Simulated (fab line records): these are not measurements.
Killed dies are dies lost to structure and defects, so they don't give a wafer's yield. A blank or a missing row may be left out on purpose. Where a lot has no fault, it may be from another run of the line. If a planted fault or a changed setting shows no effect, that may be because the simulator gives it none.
fab line records    flow ritCmos
[record] lots = 13  wafers = 39  lastDay = 7
route steps=202 shown M1@184
lots that met no fault: from a run of the same line without faults
startH: start of the lot's first displayed wafer, in hours after the record's first day    waitH: hours from the lot's prior step to this one    " identical to the entry in the row above    L1.1+2: several wafers, shown together as one row    - no value present, or no start provided    * or withheld: withheld    < > ~ a bound
route shown NAME@n: NAME is a module with steps in the file, n the number in the route of the first one    usual: average and standard deviation across the fault-free wafers    same: alike in all rows    chamber/n: place in a boat    sites: the reading at each site    _std_site: standard deviation across them    _edge_site: inner sites' mean taken away from outer sites' mean    radiusMm: how far each site lies from the wafer's centre    mask NAME#n: copy n    behind: the last tool/chamber to shape the wafer    hold: why the lot went on hold/how many hours it stayed there/how the hold came to an end    device: transistor that didn't switch, given as n, p or np    end of line: at the end of the route, the tests of the same wafers    where a step has no rows: the recipe by itself    killed: dies lost to structure and defects at the first sort, not the wafer's yield    map: per-die view of a wafer (x killed, . not killed, _ where there is no die)
set.NAME: the run value of the setting; set.NAME@STEP: its run value at that earlier step    model.NAME: the simulator's own value behind a step, which no gauge read
route steps across a sampled set of lots; one table per step, one row per wafer
services: when a tool's chamber went out of use (startH, in hours from the record's first day, below 0 if earlier), for how many hours, and the reason
[[steps]]
[step RIT_M1_SPUTTER_00]
[recipe] material = Al  targetThkNm = 400  powerW = 2000  chamberPressurePa = 0.4  gas = Ar  timeS = 500  substrateTempC = 25
[usual] chamberPressurePa = 0.4002/0.00067  throttleValvePct = 30.0/1.1
lot.wafer  tool           chamber  startH  waitH  chamberPressurePa  throttleValvePct
L441.4     pvdSputter-03  -        54.41   0.0    0.3990             31.0
L441.5     "              -        "       "      0.3995             31.3
L441.6     "              -        "       "      0.4012             28.7
L442.1     pvdSputter-04  -        60.27   0.0    0.4007             29.2
L442.2     "              -        "       "      0.4009             31.3
L442.5     "              -        "       "      0.3998             31.2
L443.4     pvdSputter-03  -        66.49   0.0    0.4003             31.1
L443.5     "              -        "       "      0.4010             28.5
L443.6     "              -        "       "      0.3994             31.1
L444.1     pvdSputter-03  -        71.28   0.0    0.3997             29.9
L444.4     "              -        "       "      0.3982             28.7
L444.5     "              -        "       "      0.4002             29.9
L446.2     pvdSputter-03  -        79.69   0.0    0.3994             30.9
L446.4     "              -        "       "      0.3997             28.5
L446.6     "              -        "       "      0.4009             31.3
L447.3     pvdSputter-04  -        84.97   0.0    0.4004             28.8
L447.5     "              -        "       "      0.3996             28.9
L447.6     "              -        "       "      0.4005             29.0
L449.1     pvdSputter-04  -        94.73   0.0    0.3998             28.8
L449.4     "              -        "       "      0.3996             31.4
L449.5     "              -        "       "      0.3996             31.3
L451.2     pvdSputter-04  -        103.93  0.0    0.3986             28.8
L451.5     "              -        "       "      0.3995             29.2
L451.6     "              -        "       "      0.4000             31.5
L455.1     pvdSputter-04  -        125.78  0.0    0.4000             31.4
L455.5     "              -        "       "      0.3995             31.4
L455.6     "              -        "       "      0.3994             28.9
L456.1     pvdSputter-03  -        132.14  0.0    0.4005             28.9
L456.2     "              -        "       "      0.4011             28.6
L456.5     "              -        "       "      0.3991             31.2
L460.2     pvdSputter-03  -        148.42  0.0    0.4001             31.1
L460.5     "              -        "       "      0.4012             28.6
L460.6     "              -        "       "      0.4010             31.2
L462.4     pvdSputter-02  -        160.06  0.0    0.4003             30.9
L462.5     "              -        "       "      0.4005             30.7
L462.6     "              -        "       "      0.4002             29.7
L463.1     pvdSputter-03  -        168.27  0.0    0.4003             28.8
L463.4     "              -        "       "      0.4004             29.7
L463.5     "              -        "       "      0.4005             28.6
[step RIT_M1_RS_MEAS_01]
[recipe] thkMeasGauge = four-point-probe  reads = Al_of_M1_SPUTTER_00
[usual] M1_AL_RS = 0.0737/0.00071
lot.wafer  tool          chamber  startH  waitH  M1_AL_RS[ohm/sq]
L441.4     filmMetro-03  -        54.76   0.2    0.0737
L441.5     "             -        "       "      0.0751
L441.6     "             -        "       "      0.0739
L442.1     filmMetro-03  -        60.57   0.1    0.0744
L442.2     "             -        "       "      0.0739
L442.5     "             -        "       "      0.0744
L443.4     filmMetro-03  -        66.84   0.2    0.0742
L443.5     "             -        "       "      0.0734
L443.6     "             -        "       "      0.0742
L444.1     filmMetro-02  -        71.58   0.1    0.0747
L444.4     "             -        "       "      0.0742
L444.5     "             -        "       "      0.0753
L446.2     filmMetro-02  -        80.00   0.2    0.0727
L446.4     "             -        "       "      0.0723
L446.6     "             -        "       "      0.0731
L447.3     filmMetro-02  -        85.30   0.2    0.0731
L447.5     "             -        "       "      0.0731
L447.6     "             -        "       "      0.0735
L449.1     filmMetro-03  -        95.02   0.1    0.0737
L449.4     "             -        "       "      0.0737
L449.5     "             -        "       "      0.0736
L451.2     filmMetro-02  -        104.27  0.2    0.0734
L451.5     "             -        "       "      0.0731
L451.6     "             -        "       "      0.0732
L455.1     filmMetro-02  -        126.08  0.1    0.0867
L455.5     "             -        "       "      0.0877
L455.6     "             -        "       "      0.0869
L456.1     filmMetro-02  -        132.43  0.1    0.0745
L456.2     "             -        "       "      0.0736
L456.5     "             -        "       "      0.0743
L460.2     filmMetro-04  -        148.73  0.2    0.0734
L460.5     "             -        "       "      0.0736
L460.6     "             -        "       "      0.0740
L462.4     filmMetro-03  -        160.41  0.2    0.0726
L462.5     "             -        "       "      0.0731
L462.6     "             -        "       "      0.0729
L463.1     filmMetro-03  -        168.57  0.1    0.0736
L463.4     "             -        "       "      0.0734
L463.5     "             -        "       "      0.0730
[step RIT_M1_THK_MEAS_02]
[recipe] thkMeasGauge = xrf  reads = Al_of_M1_SPUTTER_00
[usual] M1_AL_THK = 406/4.7
lot.wafer  tool          chamber  startH  waitH  M1_AL_THK[nm]
L441.4     filmMetro-03  -        54.85   0.1    405
L441.5     "             -        "       "      399
L441.6     "             -        "       "      403
L442.1     filmMetro-03  -        60.69   0.1    403
L442.2     "             -        "       "      404
L442.5     "             -        "       "      403
L443.4     filmMetro-03  -        66.93   0.1    404
L443.5     "             -        "       "      409
L443.6     "             -        "       "      404
L444.1     filmMetro-02  -        71.70   0.1    398
L444.4     "             -        "       "      400
L444.5     "             -        "       "      394
L446.2     filmMetro-02  -        80.11   0.1    411
L446.4     "             -        "       "      413
L446.6     "             -        "       "      407
L447.3     filmMetro-02  -        85.40   0.1    407
L447.5     "             -        "       "      408
L447.6     "             -        "       "      405
L449.1     filmMetro-03  -        95.14   0.1    409
L449.4     "             -        "       "      408
L449.5     "             -        "       "      406
L451.2     filmMetro-02  -        104.38  0.1    407
L451.5     "             -        "       "      408
L451.6     "             -        "       "      408
L455.1     filmMetro-02  -        126.20  0.1    355
L455.5     "             -        "       "      351
L455.6     "             -        "       "      353
L456.1     filmMetro-02  -        132.55  0.1    397
L456.2     "             -        "       "      401
L456.5     "             -        "       "      398
L460.2     filmMetro-04  -        148.84  0.1    411
L460.5     "             -        "       "      413
L460.6     "             -        "       "      408
L462.4     filmMetro-03  -        160.50  0.1    409
L462.5     "             -        "       "      409
L462.6     "             -        "       "      408
L463.1     filmMetro-03  -        168.69  0.1    410
L463.4     "             -        "       "      410
L463.5     "             -        "       "      409
[step RIT_M1_METAL_ETCH_12]
[recipe] stopOn = SiO2  chemistry = Cl2/BCl3  target = Al  timeS = 165  overEtchFrac = 0.5  pressureMtorr = 100  targetDepthA = 6000  rfW = 250  Cl2_flow_sccm = 60  bcl3FlowSccm = 50
[usual] drypumpMotorCurrentA = 5.76/0.21  oesProductAu = 0.774/0.016  throttleValvePct = 8.30/0.13
lot.wafer  tool         chamber  startH  waitH  drypumpMotorCurrentA  oesProductAu  rfHoursCounterH  throttleValvePct
L441.4     rieMetal-01  1        56.22   0.1    5.54                  0.747         -                8.16
L441.5     "            0        "       "      5.70                  0.754         -                8.47
L441.6     "            1        "       "      5.54                  0.759         -                8.16
L442.1     rieMetal-03  0        62.03   0.2    5.71                  0.773         2                8.34
L442.2     "            1        "       "      6.20                  0.796         2                8.10
L442.5     "            1        "       "      6.22                  0.797         -                8.12
L443.4     rieMetal-04  1        68.44   0.1    5.71                  0.776         -                8.26
L443.5     "            0        "       "      5.75                  0.779         -                8.44
L443.6     "            1        "       "      5.72                  0.780         -                8.28
L444.1     rieMetal-01  0        73.04   0.2    5.70                  0.751         33               8.49
L444.4     "            1        "       "      5.52                  0.748         -                8.17
L444.5     "            0        "       "      5.68                  0.747         -                8.47
L446.2     rieMetal-04  0        81.79   0.2    5.72                  0.778         1                8.40
L446.4     "            1        "       "      5.71                  0.791         -                8.25
L446.6     "            1        "       "      5.71                  0.784         -                8.27
L447.3     rieMetal-01  1        86.85   0.2    5.53                  0.758         -                8.17
L447.5     "            0        "       "      5.72                  0.763         -                8.47
L447.6     "            1        "       "      5.54                  0.759         -                8.15
L449.1     rieMetal-04  0        96.49   0.2    5.74                  0.787         1                8.42
L449.4     "            1        "       "      5.72                  0.774         -                8.26
L449.5     "            1        "       "      5.72                  0.787         -                8.27
L451.2     rieMetal-03  0        105.71  0.2    5.69                  0.769         3                8.35
L451.5     "            0        "       "      5.70                  0.778         -                8.34
L451.6     "            1        "       "      6.20                  0.806         -                8.11
L455.1     rieMetal-04  1        127.54  0.2    5.72                  0.726         1                8.26
L455.5     "            1        "       "      5.72                  0.725         -                8.29
L455.6     "            0        "       "      5.72                  0.727         -                8.44
L456.1     rieMetal-01  1        134.17  0.2    5.54                  0.749         36               8.18
L456.2     "            0        "       "      5.67                  0.758         34               8.47
L456.5     "            0        "       "      5.70                  0.757         -                8.48
L460.2     rieMetal-04  1        150.29  0.2    5.70                  0.777         2                8.27
L460.5     "            1        "       "      5.72                  0.779         -                8.27
L460.6     "            0        "       "      5.77                  0.777         -                8.42
L462.4     rieMetal-03  1        162.02  0.1    6.23                  0.801         -                8.14
L462.5     "            1        "       "      6.23                  0.799         -                8.12
L462.6     "            0        "       "      5.69                  0.776         -                8.35
L463.1     rieMetal-04  1        170.35  0.2    5.70                  0.781         2                8.26
L463.4     "            1        "       "      5.71                  0.779         -                8.27
L463.5     "            0        "       "      5.73                  0.780         -                8.43
[step RIT_M1_PROBE_99]
[usual] defectLimitedYield = 97.3/1.2  killed_at_M0_to_M3 = 0.0/0.16  killedAtContacts = 0.0/0.18  killedAtFrontEnd = 7/3.1  killedDies = 7/3.1  killedOpen = 3.5/2.1  killedShort = 3.5/2  sort_bin_3_pad_short = 0.1/0.2  sort_bin_5_function = 1.5/0.85  sort_bin_6_memory = 1.0/0.68  sortNPass = 257/3.1  sortYieldPct = 97.3/1.2
[same] grossDies = 264  killed_at_M4_up = 0  killedAtBackSide = 0  killedAtOther = 0
lot.wafer  tool       chamber  startH  waitH  defectLimitedYield[%]  killed_at_M0_to_M3  killedAtContacts  killedAtFrontEnd  killedDies  killedOpen  killedShort  sort_bin_3_pad_short[%]  sort_bin_5_function[%]  sort_bin_6_memory[%]  sortNPass  sortYieldPct[%]
L441.4     prober-01  -        58.57   0.2    98.1                   0                   0                 5                 5           1           3            0                        1.5                     0.4                   259        98.1
L441.5     prober-01  -        58.62   0.2    95.8                   0                   0                 11                11          5           5            0                        1.9                     2.3                   253        95.8
L441.6     prober-01  -        58.67   0.2    97.7                   0                   0                 6                 6           3           2            0.4                      0.8                     1.1                   258        97.7
L442.1     prober-02  -        64.29   0.1    97.7                   0                   0                 6                 6           3           3            0                        1.5                     0.8                   258        97.7
L442.2     prober-02  -        64.34   0.1    97.0                   0                   0                 8                 8           2           6            0                        1.5                     1.5                   256        97.0
L442.5     prober-02  -        64.49   0.2    93.9                   0                   0                 16                16          6           10           0                        3.0                     3.0                   248        93.9
L443.4     prober-01  -        70.79   0.2    97.7                   0                   0                 6                 6           3           3            0                        1.1                     1.1                   258        97.7
L443.5     prober-01  -        70.84   0.2    96.2                   0                   0                 10                10          6           4            0.8                      2.7                     0.4                   254        96.2
L443.6     prober-01  -        70.89   0.2    97.0                   0                   1                 7                 8           3           5            0.4                      2.3                     0.4                   256        97.0
L444.1     prober-02  -        75.31   0.1    97.7                   0                   0                 6                 6           4           2            0                        1.5                     0.8                   258        97.7
L444.4     prober-02  -        75.46   0.2    96.6                   0                   0                 9                 9           4           5            0                        2.3                     1.1                   255        96.6
L444.5     prober-02  -        75.51   0.2    99.2                   0                   0                 2                 2           1           1            0.4                      0.4                     0                     262        99.2
L446.2     prober-02  -        84.31   0.1    97.3                   0                   0                 7                 7           4           3            0                        1.1                     1.5                   257        97.3
L446.4     prober-02  -        84.41   0.2    97.3                   0                   0                 7                 7           5           2            0.4                      1.1                     1.1                   257        97.3
L446.6     prober-02  -        84.51   0.2    96.6                   0                   0                 9                 9           6           3            0                        2.7                     0.8                   255        96.6
L447.3     prober-01  -        89.15   0.2    95.8                   1                   0                 10                11          4           6            0                        2.7                     1.5                   253        95.8
L447.5     prober-01  -        89.25   0.2    97.7                   0                   0                 6                 6           4           2            0                        1.1                     1.1                   258        97.7
L447.6     prober-01  -        89.30   0.2    97.7                   1                   0                 5                 6           1           4            0                        0.8                     1.5                   258        97.7
L449.1     prober-01  -        98.74   0.1    98.1                   0                   0                 5                 5           3           2            0                        1.1                     0.8                   259        98.1
L449.4     prober-01  -        98.89   0.2    98.1                   0                   1                 4                 5           4           1            0                        0.4                     1.5                   259        98.1
L449.5     prober-01  -        98.94   0.2    97.0                   0                   0                 8                 8           3           5            0.4                      0.4                     2.3                   256        97.0
L451.2     prober-01  -        108.01  0.1    97.3                   0                   0                 7                 7           3           4            0                        0.8                     1.9                   257        97.3
L451.5     prober-01  -        108.16  0.2    98.5                   0                   0                 4                 4           1           3            0                        1.5                     0                     260        98.5
L451.6     prober-01  -        108.21  0.2    97.3                   0                   0                 7                 7           3           4            0.4                      1.1                     1.1                   257        97.3
L455.1     prober-01  -        129.84  0.1    98.5                   0                   0                 4                 4           2           2            0.4                      1.1                     0                     260        98.5
L455.5     prober-01  -        130.04  0.2    97.0                   0                   0                 8                 8           3           5            0                        2.7                     0.4                   256        97.0
L455.6     prober-01  -        130.09  0.2    97.3                   0                   0                 7                 7           3           4            0                        1.5                     1.1                   257        97.3
L456.1     prober-02  -        136.43  0.1    98.1                   0                   0                 5                 5           0           5            0                        0.8                     1.1                   259        98.1
L456.2     prober-02  -        136.48  0.1    95.8                   0                   1                 10                11          4           7            0.4                      2.3                     1.5                   253        95.8
L456.5     prober-02  -        136.63  0.2    96.2                   0                   0                 10                10          7           3            0                        1.5                     2.3                   254        96.2
L460.2     prober-02  -        152.66  0.1    98.5                   0                   0                 4                 4           3           1            0                        0.4                     1.1                   260        98.5
L460.5     prober-02  -        152.81  0.2    97.7                   0                   0                 6                 6           2           4            0.4                      1.5                     0.4                   258        97.7
L460.6     prober-02  -        152.86  0.2    96.6                   0                   0                 9                 9           6           3            0                        2.3                     1.1                   255        96.6
L462.4     prober-02  -        164.37  0.2    97.7                   0                   0                 6                 6           3           3            0                        1.9                     0.4                   258        97.7
L462.5     prober-02  -        164.42  0.2    97.7                   0                   0                 6                 6           1           3            0.4                      0.8                     1.1                   258        97.7
L462.6     prober-02  -        164.47  0.2    98.5                   0                   0                 4                 4           2           2            0                        1.1                     0.4                   260        98.5
L463.1     prober-02  -        172.60  0.1    99.2                   0                   0                 2                 2           0           2            0                        0.8                     0                     262        99.2
L463.4     prober-02  -        172.75  0.2    98.1                   0                   0                 5                 5           4           0            0                        0.8                     1.1                   259        98.1
L463.5     prober-02  -        172.80  0.2    96.6                   0                   0                 9                 9           6           3            0                        3.0                     0.4                   255        96.6
// killed by level:class
L441.4 SPACER:geometricParticle:short=2 GATE:geometricParticle:open=1 GATE:geometricParticle:short=1 PRETRO:coatMicrobubblePrinted=1
L441.5 FOX1:geometricParticle:open=2 GATE:geometricParticle:open=2 FOX1:geometricParticle:short=1 FOX2:geometricParticle:short=1 FOX2:geometricParticle:open=1 GATE:geometricParticle:short=1 SPACER:geometricParticle:short=1 SILICIDE:geometricParticle:short=1
L441.6 REOX:geometricParticle:short=2 FOX2:geometricParticle:open=1 GATE:geometricParticle:open=1 REOX:geometricParticle:open=1 PRETRO:coatMicrobubblePrinted=1
L442.1 FOX2:geometricParticle:open=1 GATE:geometricParticle:short=1 REOX:geometricParticle:open=1 SPACER:geometricParticle:open=1 SPACER:geometricParticle:short=1 SILICIDE:geometricParticle:short=1
L442.2 GATE:geometricParticle:short=3 ACTIVE:geometricParticle:short=1 GATE:geometricParticle:open=1 SPACER:geometricParticle:short=1 SPACER:geometricParticle:open=1 SILICIDE:geometricParticle:short=1
L442.5 GATE:geometricParticle:short=3 GATE:geometricParticle:open=3 FOX1:geometricParticle:short=2 REOX:geometricParticle:short=2 REOX:geometricParticle:open=2 SPACER:geometricParticle:short=2 FOX1:geometricParticle:open=1 SILICIDE:geometricParticle:short=1
L443.4 REOX:geometricParticle:short=2 FOX1:geometricParticle:short=1 FOX1:geometricParticle:open=1 FOX2:geometricParticle:open=1 SPACER:geometricParticle:open=1
L443.5 GATE:geometricParticle:short=3 GATE:geometricParticle:open=3 FOX1:geometricParticle:open=2 FOX1:geometricParticle:short=1 REOX:geometricParticle:open=1
L443.6 REOX:geometricParticle:short=2 FOX1:geometricParticle:short=1 GATE:geometricParticle:open=1 REOX:geometricParticle:open=1 SILICIDE:geometricParticle:short=1 SILICIDE:geometricParticle:open=1 CONTACT:geometricParticle:short=1
L444.1 FOX2:geometricParticle:open=2 REOX:geometricParticle:short=1 SPACER:geometricParticle:short=1 SPACER:geometricParticle:open=1 SILICIDE:geometricParticle:open=1
L444.4 FOX2:geometricParticle:open=3 REOX:geometricParticle:short=3 GATE:geometricParticle:short=1 SPACER:geometricParticle:open=1 SILICIDE:geometricParticle:short=1
L444.5 GATE:geometricParticle:short=1 SILICIDE:geometricParticle:open=1
L446.2 FOX1:geometricParticle:open=2 GATE:geometricParticle:short=2 GATE:geometricParticle:open=1 SPACER:geometricParticle:short=1 SPACER:geometricParticle:open=1
L446.4 GATE:geometricParticle:open=2 SPACER:geometricParticle:open=2 REOX:geometricParticle:short=1 REOX:geometricParticle:open=1 SPACER:geometricParticle:short=1
L446.6 SPACER:geometricParticle:open=2 FOX1:geometricParticle:open=1 FOX2:geometricParticle:short=1 GATE:geometricParticle:short=1 GATE:geometricParticle:open=1 REOX:geometricParticle:open=1 REOX:geometricParticle:short=1 SILICIDE:geometricParticle:open=1
L447.3 FOX1:geometricParticle:short=2 FOX1:geometricParticle:open=2 GATE:geometricParticle:short=2 REOX:geometricParticle:short=2 FOX2:geometricParticle:open=1 REOX:geometricParticle:open=1 M1:coatMicrobubblePrinted=1
L447.5 SPACER:geometricParticle:open=2 FOX1:geometricParticle:open=1 FOX2:geometricParticle:open=1 REOX:geometricParticle:short=1 SILICIDE:geometricParticle:short=1
L447.6 GATE:geometricParticle:short=3 FOX1:geometricParticle:short=1 REOX:geometricParticle:open=1 M1:coatMicrobubblePrinted=1
L449.1 FOX1:geometricParticle:short=1 FOX2:geometricParticle:open=1 GATE:geometricParticle:open=1 SPACER:geometricParticle:open=1 SPACER:geometricParticle:short=1
L449.4 GATE:geometricParticle:open=2 FOX1:geometricParticle:open=1 FOX2:geometricParticle:open=1 CONTACT:geometricParticle:short=1
L449.5 FOX1:geometricParticle:short=2 GATE:geometricParticle:open=2 SPACER:geometricParticle:short=2 REOX:geometricParticle:short=1 REOX:geometricParticle:open=1
L451.2 FOX1:geometricParticle:short=3 FOX1:geometricParticle:open=1 GATE:geometricParticle:short=1 GATE:geometricParticle:open=1 SILICIDE:geometricParticle:open=1
L451.5 FOX1:geometricParticle:short=1 GATE:geometricParticle:short=1 REOX:geometricParticle:short=1 SILICIDE:geometricParticle:open=1
L451.6 GATE:geometricParticle:open=2 GATE:geometricParticle:short=2 SILICIDE:geometricParticle:short=2 REOX:geometricParticle:open=1
L455.1 GATE:geometricParticle:short=2 FOX1:geometricParticle:open=1 GATE:geometricParticle:open=1
L455.5 FOX1:geometricParticle:short=2 GATE:geometricParticle:short=2 FOX1:geometricParticle:open=1 FOX2:geometricParticle:open=1 GATE:geometricParticle:open=1 SILICIDE:geometricParticle:short=1
L455.6 GATE:geometricParticle:open=2 FOX1:geometricParticle:short=1 FOX2:geometricParticle:short=1 GATE:geometricParticle:short=1 REOX:geometricParticle:open=1 SILICIDE:geometricParticle:short=1
L456.1 FOX1:geometricParticle:short=2 GATE:geometricParticle:short=2 SILICIDE:geometricParticle:short=1
L456.2 GATE:geometricParticle:short=4 GATE:geometricParticle:open=3 FOX2:geometricParticle:short=1 SPACER:geometricParticle:open=1 SPACER:geometricParticle:short=1 CONTACT:geometricParticle:short=1
L456.5 GATE:geometricParticle:open=5 GATE:geometricParticle:short=3 FOX2:geometricParticle:open=1 SILICIDE:geometricParticle:open=1
L460.2 FOX2:geometricParticle:open=1 GATE:geometricParticle:short=1 REOX:geometricParticle:open=1 SPACER:geometricParticle:open=1
L460.5 GATE:geometricParticle:short=3 SPACER:geometricParticle:open=2 SILICIDE:geometricParticle:short=1
L460.6 FOX2:geometricParticle:open=2 SPACER:geometricParticle:short=2 FOX1:geometricParticle:open=1 GATE:geometricParticle:open=1 REOX:geometricParticle:open=1 SPACER:geometricParticle:open=1 SILICIDE:geometricParticle:short=1
L462.4 GATE:geometricParticle:open=1 GATE:geometricParticle:short=1 SPACER:geometricParticle:short=1 SPACER:geometricParticle:open=1 SILICIDE:geometricParticle:short=1 SILICIDE:geometricParticle:open=1
L462.5 NLDD:coatMicrobubblePrinted=2 FOX1:geometricParticle:short=1 GATE:geometricParticle:short=1 SPACER:geometricParticle:short=1 SPACER:geometricParticle:open=1
L462.6 REOX:geometricParticle:short=2 GATE:geometricParticle:open=1 SPACER:geometricParticle:open=1
L463.1 SPACER:geometricParticle:short=2
L463.4 GATE:geometricParticle:open=3 REOX:geometricParticle:open=1 GATE:coatMicrobubblePrinted=1
L463.5 FOX2:geometricParticle:open=2 GATE:geometricParticle:open=2 FOX1:geometricParticle:open=1 FOX2:geometricParticle:short=1 SILICIDE:geometricParticle:open=1 GATE:geometricParticle:short=1 REOX:geometricParticle:short=1
[[services]]
tool           chamber  startH  hours  kind
rieMetal-04    -        35.40   0.6    repair
pvdSputter-02  -        37.68   3.3    repair
rieMetal-01    -        41.26   0.4    repair
pvdSputter-02  -        49.36   1.4    repair
pvdSputter-02  -        66.16   9.6    repair
pvdSputter-02  -        68.66   1.0    repair
rieMetal-01    -        76.68   4.3    pm
pvdSputter-04  -        116.17  3.9    repair
rieMetal-04    -        134.82  0.4    repair
rieMetal-01    -        136.12  20.0   pm
rieMetal-01    0        136.12  20.0   ventCycle
rieMetal-01    1        136.12  20.0   ventCycle
rieMetal-01    0        156.12  -      clean
rieMetal-01    1        156.12  -      clean
pvdSputter-03  -        156.35  5.7    repair
pvdSputter-04  -        158.75  11.4   repair
[[key]]
[firstSign] step = RIT_M1_RS_MEAS_01  reading = M1_AL_RS  direction = up  sigmas = 19  usual = 0.0737  struck = 0.0871
[effect] step = RIT_M1_THK_MEAS_02  reading = M1_AL_THK  direction = down  sigmas = 11  usual = 406  struck = 353
[effect] step = RIT_M1_METAL_ETCH_12  reading = oesProductAu  direction = down  sigmas = 3  usual = 0.774  struck = 0.726
metAt RIT_M1_SPUTTER_00
struckLots L455
onsetBetween 103.93 125.78
[fault] kind = siteProfileDrift  tool = pvdSputter-04  chamber = -  onsetH = 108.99  steps = RIT_M1_SPUTTER_00  basis = fraction  maxAbsDrift = 0.28959  slopeSharePerHr = 64.354  sitePattern = 0,0,0,0,0,-1,-1,-1,-1
